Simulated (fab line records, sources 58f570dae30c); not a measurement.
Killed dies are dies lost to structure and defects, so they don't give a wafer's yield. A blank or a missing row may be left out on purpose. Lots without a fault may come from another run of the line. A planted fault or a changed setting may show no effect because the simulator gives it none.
fab line records | flow berkeley_cmos170 | part 1 of 2: steps 1 to 34 of 47
record lots=5 wafers=15 last_day=12
route steps=331 shown PFIELD@79 FIELD@89 SACOX@97 SCREENOX@100 NVT@104 PVT@115 GATE@125
lots that met no fault: from a run of the same line without faults
start_h: hours from the record's first day to the start of the lot's first wafer shown | wait_h: hours since the lot's step before | " the same as in the row above | L1.1+2: a row that stands for several wafers | - no value, or no start given | * or withheld: withheld | < > ~ a bound
route shown NAME@n: a module of which the file shows steps, and the number in the route of the first | usual: mean/standard deviation of fault-free wafers | same: alike in all rows | chamber/n: place in a boat | sites: the reading at each site | _std_site: their standard deviation | _edge_site: outer sites' mean less inner sites' | radius_mm: how far each site lies from the wafer's centre | mask NAME#n: copy n | behind: the tool/chamber that last shaped the wafer | hold: why the lot was held/for how many hours/how that ended | device: the transistor (n, p or np) that didn't switch | end of line: the same wafers' tests at the end of the route | a step without rows: its recipe alone | killed: dies lost to structure and defects at the first sort, not the wafer's yield | map: a wafer's dies, x killed, . not, _ none there
set.NAME: the setting as run; set.NAME@STEP: as run at that earlier step | model.NAME: the simulator's own value behind a step, which no gauge read
lots at some steps of the route; a table a step, a row a wafer
services: from which hour (start_h, from the record's first day; less than 0 if before it) a tool's chamber was out of use, for how many hours, and why
## steps
# step UCB170_PFIELD_HMDS_00
# recipe prime_time_s=60 prime_temp_c=100
# columns lot.wafer tool chamber start_h wait_h
L077.2+3+5 litho_track-03 0 91.68 0.0
L079.3+4+5 litho_track-04 0 91.98 0.3
L081.2+3+5 litho_track-04 0 104.79 0.0
L088.1+2+6 litho_track-03 0 140.42 0.2
L095.2+3+4 litho_track-03 0 191.54 0.0
# step UCB170_PFIELD_COAT_01
# recipe resist=KrF spin_rpm=1500 resist_thk_nm=900
# columns lot.wafer tool chamber start_h wait_h
L077.2+3+5 litho_track-03 0 91.83 0.1
L079.3+4+5 litho_track-04 0 92.13 0.1
L081.2+3+5 litho_track-04 0 104.94 0.1
L088.1+2+6 litho_track-03 0 140.57 0.1
L095.2+3+4 litho_track-03 0 191.69 0.1
# step UCB170_PFIELD_SOFTBAKE_02
# recipe resist=KrF temp_c=130 time_s=60
# columns lot.wafer tool chamber start_h wait_h
L077.2+3+5 litho_track-03 0 91.98 0.1
L079.3+4+5 litho_track-04 0 92.28 0.1
L081.2+3+5 litho_track-04 0 105.09 0.1
L088.1+2+6 litho_track-03 0 140.72 0.1
L095.2+3+4 litho_track-03 0 191.84 0.1
# step UCB170_PFIELD_EXPOSE_03
# recipe mask_id=PFIELD na=0.5 sigma_outer=0.6 source_shape=conventional target_cd_nm=1500 dose_mj=30
# columns lot.wafer tool chamber start_h wait_h mask
L077.2+3+5 krf_scanner-02 0 92.25 0.2 PFIELD#0
L079.3+4+5 krf_scanner-02 0 - - PFIELD#0
L081.2+3+5 krf_scanner-01 0 105.23 0.1 PFIELD#0
L088.1+2+6 krf_scanner-01 0 140.87 0.1 PFIELD#0
L095.2+3+4 krf_scanner-01 0 191.98 0.1 PFIELD#0
# step UCB170_PFIELD_PEB_04
# recipe peb_temp_c=130 peb_time_s=withheld resist=KrF
# columns lot.wafer tool chamber start_h wait_h
L077.2+3+5 litho_track-04 0 93.31 1.0
L079.3+4+5 litho_track-02 0 - -
L081.2+3+5 litho_track-04 0 105.36 0.1
L088.1+2+6 litho_track-04 0 141.50 0.6
L095.2+3+4 litho_track-04 0 192.11 0.1
# step UCB170_PFIELD_DEVELOP_05
# recipe developer=TMAH develop_time_s=45 resist=KrF dev_temp_c=21
# columns lot.wafer tool chamber start_h wait_h
L077.2+3+5 litho_track-04 0 - -
L079.3+4+5 litho_track-02 0 - -
L081.2+3+5 litho_track-04 0 - -
L088.1+2+6 litho_track-04 0 - -
L095.2+3+4 litho_track-04 0 - -
# step UCB170_PFIELD_OVL_MEAS_06
# usual PFIELD_OVL=2/5.5
# columns lot.wafer tool chamber start_h wait_h PFIELD_OVL[nm]
L077.2 overlay-02 - 93.56 - -5
L077.3 " - " " -3
L077.5 " - " " -8
L079.3 overlay-02 - 93.84 - -2
L079.4 " - " " 10
L079.5 " - " " -1
L081.2 overlay-02 - 105.61 - 0
L081.3 " - " " 2
L081.5 " - " " 2
L088.1 overlay-01 - 141.77 - 2
L088.2 " - " " 10
L088.6 " - " " 7
L095.2 overlay-01 - 192.36 - 7
L095.3 " - " " 5
L095.4 " - " " 6
# step UCB170_PFIELD_IMPLANT_07
# recipe species=B dose_cm2=2e+13 energy_kev=80 tilt_deg=7
# columns lot.wafer tool chamber start_h wait_h
L077.2+3+5 implanter-02 0 93.62 0.0
L079.3+4+5 implanter-02 0 93.92 0.1
L081.2+3+5 implanter-02 0 105.67 0.0
L088.1+2+6 implanter-03 0 141.81 0.0
L095.2+3+4 implanter-03 0 192.42 0.0
# step UCB170_PFIELD_STRIP_08
# recipe chemistry=O2 power_w=400 pressure_mtorr=3500 platen_temp_c=withheld o2_flow_sccm=400 overash_fraction=0.5
# usual drypump_motor_current_A=5.4/0.55 oes_product_au=0.735/0.0042 strip_time_to_endpoint_s=21.64/0.052
# columns lot.wafer tool chamber start_h wait_h drypump_motor_current_A oes_product_au rf_hours_counter_h strip_time_to_endpoint_s
L077.2 plasma_asher-03 0 93.74 0.1 6.1 0.733 40 21.61
L077.3 " 0 " " 6.1 0.729 - 21.58
L077.5 " 0 " " 6.1 0.733 - 21.60
L079.3 plasma_asher-01 0 94.05 0.1 5.1 0.732 - 21.59
L079.4 " 1 " " 4.9 0.733 - 21.54
L079.5 " 0 " " 5.1 0.732 - 21.61
L081.2 plasma_asher-04 1 105.79 0.1 6.3 0.735 40 21.59
L081.3 " 1 " " 6.3 0.734 - 21.69
L081.5 " 0 " " 5.0 0.728 - 21.63
L088.1 plasma_asher-03 0 141.96 0.1 6.2 0.738 2 21.60
L088.2 " 1 " " 5.7 0.739 2 21.62
L088.6 " 1 " " 5.7 0.736 - 21.62
L095.2 plasma_asher-01 1 192.54 0.1 4.8 0.725 39 21.62
L095.3 " 1 " " 4.9 0.736 - 21.71
L095.4 " 0 " " 5.1 0.734 - 21.60
# step UCB170_PFIELD_TW_MEAS_09
# usual PFIELD_TW=600/4.4
# columns lot.wafer tool chamber start_h wait_h PFIELD_TW
L077.2 film_metro-03 - 93.85 0.1 601
L077.3 " - " " 602
L077.5 " - " " 602
L079.3 film_metro-02 - 94.14 0.1 595
L079.4 " - " " 596
L079.5 " - " " 600
L081.2 film_metro-01 - 105.90 0.1 593
L081.3 " - " " 593
L081.5 " - " " 594
L088.1 film_metro-01 - 142.06 0.1 596
L088.2 " - " " 592
L088.6 " - " " 593
L095.2 film_metro-01 - 192.65 0.1 605
L095.3 " - " " 606
L095.4 " - " " 603
# step UCB170_FIELD_CLEAN_00
# recipe chemistry=dHF dilution=25:1 time_s=7.5
# columns lot.wafer tool chamber start_h wait_h
L077.2+3+5 wet_bench-04 2 93.90 0.0
L079.3+4+5 wet_bench-03 1 94.18 0.0
L081.2+3+5 wet_bench-01 2 105.95 0.0
L088.1+2+6 wet_bench-04 3 142.29 0.2
L095.2+3+4 wet_bench-03 1 192.70 0.0
# step UCB170_FIELD_OXIDATION_01
# recipe temp_c=1000 ambient=H2O p_h2o_torr=584.62 target_thk_a=5583 ox_time_s=7200
# usual ox_temp_c_max=1005.4/1.8
# columns lot.wafer tool chamber start_h wait_h ox_temp_c_max
L077.2 furnace-04 0 95.80 1.9 1006.4
L077.3 " 0 " " 1005.9
L077.5 " 0 " " 1006.8
L079.3 furnace-04 0 95.80 1.6 1007.5
L079.4 " 0 " " 1009.3
L079.5 " 0 " " 1007.0
L081.2 furnace-04 0 109.24 3.3 1009.3
L081.3 " 0 " " 1008.6
L081.5 " 0 " " 1004.5
L088.1 furnace-02 0 144.83 2.5 1005.7
L088.2 " 0 " " 1004.6
L088.6 " 0 " " 1004.5
L095.2 furnace-03 0 197.37 4.7 1001.9
L095.3 " 0 " " 1002.9
L095.4 " 0 " " 1001.7
# step UCB170_FIELD_THK_MEAS_02
# recipe reads=SiO2_of_FIELD_OXIDATION_01
# usual FIELD_OXIDE_THK=564/9.7
# columns lot.wafer tool chamber start_h wait_h FIELD_OXIDE_THK[nm]
L077.2 film_metro-03 - 98.81 0.0 580
L077.3 " - " " 582
L077.5 " - " " 582
L079.3 film_metro-01 - 98.82 0.0 566
L079.4 " - " " 563
L079.5 " - " " 574
L081.2 film_metro-03 - 112.25 0.0 582
L081.3 " - " " 581
L081.5 " - " " 584
L088.1 film_metro-04 - 147.83 0.0 555
L088.2 " - " " 548
L088.6 " - " " 560
L095.2 film_metro-01 - 200.38 0.0 565
L095.3 " - " " 566
L095.4 " - " " 566
# step UCB170_FIELD_ANNEAL_03
# recipe temp_c=1000 time_s=1200 ambient=N2
# columns lot.wafer tool chamber start_h wait_h
L077.2+3+5 furnace-02 0 101.36 2.5
L079.3+4+5 furnace-02 0 101.36 2.5
L081.2+3+5 furnace-04 0 113.74 1.5
L088.1+2+6 furnace-02 0 152.00 4.2
L095.2+3+4 furnace-03 0 204.47 4.1
# step UCB170_FIELD_WET_ETCH_04
# recipe chemistry=dHF dilution=10:1 target=SiO2 temp_c=25 time_s=60
# usual bath_heat_duty_pct=6.4/0.61
# columns lot.wafer tool chamber start_h wait_h bath_heat_duty_pct
L077.2 wet_bench-03 0 102.69 0.0 6.3
L077.3 " 0 " " 6.7
L077.5 " 0 " " 7.0
L079.3 wet_bench-03 0 102.69 0.0 7.2
L079.4 " 0 " " 6.4
L079.5 " 0 " " 7.6
L081.2 wet_bench-03 1 115.07 0.0 6.7
L081.3 " 1 " " 5.9
L081.5 " 1 " " 6.1
L088.1 wet_bench-04 0 153.33 0.0 6.4
L088.2 " 0 " " 4.9
L088.6 " 0 " " 5.6
L095.2 wet_bench-03 0 205.80 0.0 7.5
L095.3 " 0 " " 8.0
L095.4 " 0 " " 7.4
# step UCB170_FIELD_WET_ETCH_05
# recipe chemistry=H3PO4 target=Si3N4 temp_c=160 time_s=12600
# usual bath_heat_duty_pct=28.2/1.7
# columns lot.wafer tool chamber start_h wait_h bath_heat_duty_pct
L077.2 wet_bench-03 2 102.72 0.0 25.8
L077.3 " 2 " " 24.7
L077.5 " 2 " " 26.9
L079.3 wet_bench-03 1 102.72 0.0 28.9
L079.4 " 1 " " 29.4
L079.5 " 1 " " 28.0
L081.2 wet_bench-03 3 115.09 0.0 29.3
L081.3 " 3 " " 29.3
L081.5 " 3 " " 27.3
L088.1 wet_bench-03 1 153.36 0.0 28.4
L088.2 " 1 " " 28.4
L088.6 " 1 " " 28.8
L095.2 wet_bench-03 0 205.83 0.0 27.8
L095.3 " 0 " " 30.3
L095.4 " 0 " " 30.6
# step UCB170_FIELD_WET_ETCH_06
# recipe chemistry=BOE dilution=5:1 target=SiO2 temp_c=25 time_s=22
# usual bath_heat_duty_pct=6.6/0.53
# columns lot.wafer tool chamber start_h wait_h bath_heat_duty_pct
L077.2 wet_bench-01 1 106.55 0.0 6.4
L077.3 " 1 " " 5.9
L077.5 " 1 " " 6.7
L079.3 wet_bench-01 0 106.55 0.0 6.6
L079.4 " 0 " " 6.8
L079.5 " 0 " " 6.5
L081.2 wet_bench-04 1 118.73 0.1 7.3
L081.3 " 1 " " 7.2
L081.5 " 1 " " 6.7
L088.1 wet_bench-01 1 157.18 0.0 5.6
L088.2 " 1 " " 6.9
L088.6 " 1 " " 6.0
L095.2 wet_bench-03 0 209.34 0.0 6.6
L095.3 " 0 " " 6.3
L095.4 " 0 " " 7.5
# step UCB170_FIELD_THK_MEAS_90
# recipe reads=SiO2_of_FIELD_OXIDATION_01
# usual FIELD_OXIDE_LEFT_1_THK=447/9.7
# columns lot.wafer tool chamber start_h wait_h FIELD_OXIDE_LEFT_1_THK[nm]
L077.2 film_metro-01 - 106.57 0.0 464
L077.3 " - " " 465
L077.5 " - " " 466
L079.3 film_metro-01 - 106.64 0.1 449
L079.4 " - " " 447
L079.5 " - " " 458
L081.2 film_metro-01 - 118.75 0.0 464
L081.3 " - " " 464
L081.5 " - " " 466
L088.1 film_metro-04 - 157.20 0.0 437
L088.2 " - " " 431
L088.6 " - " " 443
L095.2 film_metro-03 - 209.36 0.0 448
L095.3 " - " " 450
L095.4 " - " " 450
# step UCB170_SACOX_CLEAN_00
# recipe chemistry=dHF dilution=25:1 time_s=7.5
# columns lot.wafer tool chamber start_h wait_h
L077.2+3+5 wet_bench-04 1 106.62 0.0
L079.3+4+5 wet_bench-03 0 106.68 0.0
L081.2+3+5 wet_bench-04 3 118.80 0.0
L088.1+2+6 wet_bench-03 0 157.26 0.1
L095.2+3+4 wet_bench-03 0 209.41 0.0
# step UCB170_SACOX_OXIDATION_01
# recipe temp_c=900 ambient=O2 target_thk_a=144 ox_time_s=2400
# usual ox_temp_c_max=904.5/1.1
# columns lot.wafer tool chamber start_h wait_h ox_temp_c_max
L077.2 furnace-02 0 109.33 2.7 903.4
L077.3 " 0 " " 904.0
L077.5 " 0 " " 904.8
L079.3 furnace-02 0 109.33 2.6 903.1
L079.4 " 0 " " 904.5
L079.5 " 0 " " 904.3
L081.2 furnace-01 0 120.58 1.8 906.1
L081.3 " 0 " " 903.8
L081.5 " 0 " " 904.9
L088.1 furnace-04 0 161.32 4.1 906.7
L088.2 " 0 " " 906.2
L088.6 " 0 " " 906.8
L095.2 furnace-01 0 212.32 2.9 903.2
L095.3 " 0 " " 904.3
L095.4 " 0 " " 904.4
# step UCB170_SACOX_THK_MEAS_02
# recipe reads=SiO2_of_SACOX_OXIDATION_01
# usual SACOX_OXIDE_THK=14.47/0.26
# columns lot.wafer tool chamber start_h wait_h SACOX_OXIDE_THK[nm]
L077.2 film_metro-02 - 111.00 0.0 14.57
L077.3 " - " " 14.24
L077.5 " - " " 14.24
L079.3 film_metro-01 - 111.01 0.0 14.44
L079.4 " - " " 14.63
L079.5 " - " " 14.28
L081.2 film_metro-02 - 122.26 0.0 14.63
L081.3 " - " " 14.72
L081.5 " - " " 14.75
L088.1 film_metro-01 - 163.05 0.1 14.42
L088.2 " - " " 14.37
L088.6 " - " " 14.26
L095.2 film_metro-01 - 214.00 0.0 14.33
L095.3 " - " " 14.50
L095.4 " - " " 14.24
# step UCB170_SCREENOX_WET_ETCH_00
# recipe chemistry=dHF dilution=25:1 target=SiO2 temp_c=25 time_s=200
# usual bath_heat_duty_pct=6.5/0.79
# columns lot.wafer tool chamber start_h wait_h bath_heat_duty_pct
L077.2 wet_bench-03 0 111.05 0.0 6.4
L077.3 " 0 " " 6.2
L077.5 " 0 " " 7.4
L079.3 wet_bench-03 0 111.05 0.0 7.3
L079.4 " 0 " " 6.5
L079.5 " 0 " " 6.7
L081.2 wet_bench-03 2 122.38 0.1 5.9
L081.3 " 2 " " 6.7
L081.5 " 2 " " 6.2
L088.1 wet_bench-02 1 163.11 0.1 5.9
L088.2 " 1 " " 5.6
L088.6 " 1 " " 5.2
L095.2 wet_bench-03 1 214.05 0.0 6.3
L095.3 " 1 " " 6.5
L095.4 " 1 " " 7.1
# step UCB170_SCREENOX_OXIDATION_01
# recipe temp_c=900 ambient=O2 target_thk_a=144 ox_time_s=2400
# usual ox_temp_c_max=903.4/1
# columns lot.wafer tool chamber start_h wait_h ox_temp_c_max
L077.2 furnace-03 0 113.42 2.3 902.5
L077.3 " 0 " " 902.1
L077.5 " 0 " " 902.4
L079.3 furnace-03 0 113.42 2.3 902.6
L079.4 " 0 " " 902.4
L079.5 " 0 " " 903.7
L081.2 furnace-02 0 124.57 2.1 904.8
L081.3 " 0 " " 904.5
L081.5 " 0 " " 904.2
L088.1 furnace-02 0 166.88 3.7 903.6
L088.2 " 0 " " 903.9
L088.6 " 0 " " 903.5
L095.2 furnace-02 0 216.59 2.5 904.0
L095.3 " 0 " " 905.3
L095.4 " 0 " " 906.8
# step UCB170_SCREENOX_THK_MEAS_02
# recipe reads=SiO2_of_SCREENOX_OXIDATION_01
# usual SCREENOX_OXIDE_THK=14.30/0.21
# columns lot.wafer tool chamber start_h wait_h SCREENOX_OXIDE_THK[nm]
L077.2 film_metro-03 - 115.10 0.0 14.15
L077.3 " - " " 13.97
L077.5 " - " " 13.77
L079.3 film_metro-04 - 115.14 0.0 14.41
L079.4 " - " " 14.48
L079.5 " - " " 14.37
L081.2 film_metro-04 - 126.24 0.0 14.22
L081.3 " - " " 14.20
L081.5 " - " " 14.32
L088.1 film_metro-03 - 168.55 0.0 14.27
L088.2 " - " " 14.35
L088.6 " - " " 14.33
L095.2 film_metro-03 - 218.27 0.0 14.62
L095.3 " - " " 14.56
L095.4 " - " " 14.65
# step UCB170_SCREENOX_ANNEAL_03
# recipe temp_c=900 time_s=900 ambient=N2
# columns lot.wafer tool chamber start_h wait_h
L077.2+3+5 furnace-02 0 115.19 0.1
L079.3+4+5 furnace-02 0 115.19 0.0
L081.2+3+5 furnace-03 0 129.76 3.5
L088.1+2+6 furnace-02 0 173.65 5.1
L095.2+3+4 furnace-03 0 221.22 2.9
# step UCB170_NVT_HMDS_00
# recipe prime_time_s=60 prime_temp_c=100
# columns lot.wafer tool chamber start_h wait_h
L077.2+3+5 litho_track-04 0 116.47 0.0
L079.3+4+5 litho_track-03 0 116.49 0.1
L081.2+3+5 litho_track-04 0 131.36 0.4
L088.1+2+6 litho_track-03 0 174.90 0.0
L095.2+3+4 litho_track-01 0 222.49 0.0
# step UCB170_NVT_COAT_01
# recipe resist=KrF spin_rpm=1500 resist_thk_nm=900
# columns lot.wafer tool chamber start_h wait_h
L077.2+3+5 litho_track-04 0 116.62 0.1
L079.3+4+5 litho_track-03 0 116.64 0.1
L081.2+3+5 litho_track-04 0 131.51 0.1
L088.1+2+6 litho_track-03 0 175.05 0.1
L095.2+3+4 litho_track-01 0 222.64 0.1
# step UCB170_NVT_SOFTBAKE_02
# recipe resist=KrF temp_c=130 time_s=60
# columns lot.wafer tool chamber start_h wait_h
L077.2+3+5 litho_track-04 0 116.77 0.1
L079.3+4+5 litho_track-03 0 116.79 0.1
L081.2+3+5 litho_track-04 0 131.66 0.1
L088.1+2+6 litho_track-03 0 175.20 0.1
L095.2+3+4 litho_track-01 0 222.79 0.1
# step UCB170_NVT_EXPOSE_03
# recipe mask_id=PWELL target_cd_nm=3000 na=0.5 sigma_outer=0.6 source_shape=conventional dose_mj=30
# columns lot.wafer tool chamber start_h wait_h mask
L077.2+3+5 krf_scanner-01 0 116.91 0.1 PWELL#0
L079.3+4+5 krf_scanner-02 0 117.29 0.5 PWELL#0
L081.2+3+5 krf_scanner-02 0 131.93 0.2 PWELL#0
L088.1+2+6 krf_scanner-02 0 175.72 0.5 PWELL#0
L095.2+3+4 krf_scanner-01 0 223.06 0.2 PWELL#0
# step UCB170_NVT_PEB_04
# recipe peb_temp_c=130 peb_time_s=withheld resist=KrF
# columns lot.wafer tool chamber start_h wait_h
L077.2+3+5 litho_track-01 0 117.03 0.1
L079.3+4+5 litho_track-03 0 117.42 0.1
L081.2+3+5 litho_track-01 0 132.14 0.2
L088.1+2+6 litho_track-03 0 175.83 0.1
L095.2+3+4 litho_track-04 0 223.19 0.1
# step UCB170_NVT_DEVELOP_05
# recipe developer=TMAH develop_time_s=45 resist=KrF dev_temp_c=21
# columns lot.wafer tool chamber start_h wait_h
L077.2+3+5 litho_track-01 0 - -
L079.3+4+5 litho_track-03 0 - -
L081.2+3+5 litho_track-01 0 - -
L088.1+2+6 litho_track-03 0 - -
L095.2+3+4 litho_track-04 0 - -
# step UCB170_NVT_OVL_MEAS_06
# usual NVT_OVL=-1/6.1
# columns lot.wafer tool chamber start_h wait_h NVT_OVL[nm]
L077.2 overlay-01 - 117.29 - 6
L077.3 " - " " -4
L077.5 " - " " 1
L079.3 overlay-01 - 117.66 - -14
L079.4 " - " " -6
L079.5 " - " " -5
L081.2 overlay-01 - 132.39 - -2
L081.3 " - " " -1
L081.5 " - " " -3
L088.1 overlay-01 - 176.11 - -9
L088.2 " - " " 2
L088.6 " - " " -7
L095.2 overlay-02 - 223.44 - 0
L095.3 " - " " 1
L095.4 " - " " 0
# step UCB170_NVT_IMPLANT_07
# recipe species=BF2 dose_cm2=3e+12 energy_kev=50 tilt_deg=7
# columns lot.wafer tool chamber start_h wait_h
L077.2+3+5 implanter-04 0 117.35 0.0
L079.3+4+5 implanter-04 0 117.73 0.1
L081.2+3+5 implanter-01 0 132.45 0.0
L088.1+2+6 implanter-02 0 176.14 0.0
L095.2+3+4 implanter-04 0 223.50 0.0
# step UCB170_NVT_STRIP_08
# recipe chemistry=O2 power_w=400 pressure_mtorr=3500 platen_temp_c=withheld o2_flow_sccm=400 overash_fraction=0.5
# usual drypump_motor_current_A=5.4/0.62 oes_product_au=0.734/0.0047 strip_time_to_endpoint_s=21.61/0.067
# columns lot.wafer tool chamber start_h wait_h drypump_motor_current_A oes_product_au rf_hours_counter_h strip_time_to_endpoint_s
L077.2 plasma_asher-01 1 117.47 0.1 4.9 0.734 32 21.57
L077.3 " 1 " " 4.8 0.727 - 21.54
L077.5 " 0 " " 5.1 0.736 - 21.52
L079.3 plasma_asher-02 1 117.86 0.1 6.5 0.727 - 21.59
L079.4 " 0 " " 5.3 0.732 - 21.60
L079.5 " 0 " " 5.3 0.743 - 21.59
L081.2 plasma_asher-04 1 132.57 0.1 6.3 0.730 44 21.55
L081.3 " 0 " " 5.0 0.738 - 21.57
L081.5 " 1 " " 6.3 0.741 - 21.60
L088.1 plasma_asher-01 1 176.29 0.1 4.9 0.733 38 21.58
L088.2 " 0 " " 5.1 0.739 38 21.64
L088.6 " 1 " " 4.9 0.736 - 21.60
L095.2 plasma_asher-02 0 223.62 0.1 5.3 0.736 53 21.62
L095.3 " 1 " " 6.5 0.735 - 21.63
L095.4 " 0 " " 5.3 0.736 - 21.63
